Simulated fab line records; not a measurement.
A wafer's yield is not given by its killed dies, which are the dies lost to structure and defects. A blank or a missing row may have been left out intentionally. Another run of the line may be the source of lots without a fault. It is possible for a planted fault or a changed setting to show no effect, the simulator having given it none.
Code-filled problem report in 8D (eight disciplines) form    flow berkeley_cmos170    the parts of the form that need people (team, actions taken, sign-off) are left out

## 1. THE PROBLEM
Across 2 wafers from 2 lots, V2_TEOS_THK at UCB170_V2_THK_MEAS_01 averages 2586 nm, while fault-free wafers read 2004 nm with a standard deviation of 27. That is +22 standard deviations from the usual mean.
The first sign was on wafer L558.6 at day 11 15:28, on film_metro-04. The record has a number at this step for 42 wafers belonging to 14 lots. Rule for "out", or "out of limits": more than 4 standard deviations from the usual mean. The other wafers with a number count as sound.

## 2. WHAT IT IS, AND WHAT IT ISN'T
question                     is                            is not
which readings at this step  V2_TEOS_THK                   -
which lots                   L558, L561                    L544, L546, L547, L549, L550, L551, L553, L554, L560, L562, L566, L567
which wafers of those lots   L558.6, L561.3                L558.1, L558.2, L561.4, L561.6
read on which gauges         film_metro-02, film_metro-04  film_metro-03
when                         from day 11 15:28             up to then (26 sound wafers); but 14 sound wafers of L560, L561, L562, L566, L567 came after

## 3. SUSPECTS, AND WHAT RULES EACH OUT
Counting: a tool at a process step up to the reading stays a suspect if it ran every lot that is out. Sound lots after the first of them don't rule it out here, since some wafers of a struck lot are sound.
- the gauge at UCB170_V2_THK_MEAS_01 has been ruled out. 2 gauges (film_metro-02, film_metro-04) read the wafers that are out.
- plasma_asher-02 at UCB170_NWELL_STRIP_15 (strips in O2): kept. It processed each lot that is out (first: L558, day 5 10:44); up to then, its last sound lot is L544 (day 2 15:27).
- pecvd-03 at UCB170_V2_CVD_00 (deposits SiO2 from TEOS/O2, target thk 2000 nm, time 250 s): kept. It processed each lot that is out (first: L558, day 11 15:19); up to then, its last sound lot is L554 (day 10 16:56).
- Within pecvd-03 at UCB170_V2_CVD_00: the wafers that are out ran in chamber 2; their sound lot-mates ran in chambers 0, 1.
Remaining after the count are plasma_asher-02 at UCB170_NWELL_STRIP_15 and pecvd-03 at UCB170_V2_CVD_00.

## 4. THE CAUSE (what the simulator had put in)
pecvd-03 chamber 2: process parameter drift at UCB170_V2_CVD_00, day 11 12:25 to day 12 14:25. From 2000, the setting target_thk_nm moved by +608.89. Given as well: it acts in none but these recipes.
This tool is one of the 2 suspects left after counting.

## 5. SEQUENCE OF EFFECTS, ordered by route
Each row: a reading whose mean over the struck wafers that have a number lies more than 3 standard deviations from the usual. Scope: only readings with a usual standard deviation given in the record; hours: median across lots of the time from each lot's start at the first step in this table that gives one to its start at this step; sigmas: change in usual standard deviations.
hours  step                   reading      usual    on struck wafers  change  sigmas
0      UCB170_V2_THK_MEAS_01  V2_TEOS_THK  2004 nm  2586              +582    +22

## 6. HOW IT WOULD HAVE BEEN CAUGHT EARLIER
The first out-of-limits reading at a measuring or inspecting step in this record came at day 11 15:28, 3 hours after the fault's start at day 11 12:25.
Of the tool readings at UCB170_V2_CVD_00 for which the record gives a usual standard deviation, none was out on any struck wafer, so an alarm limit of 4 standard deviations on them would not have fired.
Lots out: 2; of these, L561 started UCB170_V2_CVD_00 on pecvd-03 after day 11 15:28. Had the tool been put on hold then, it would have been spared.
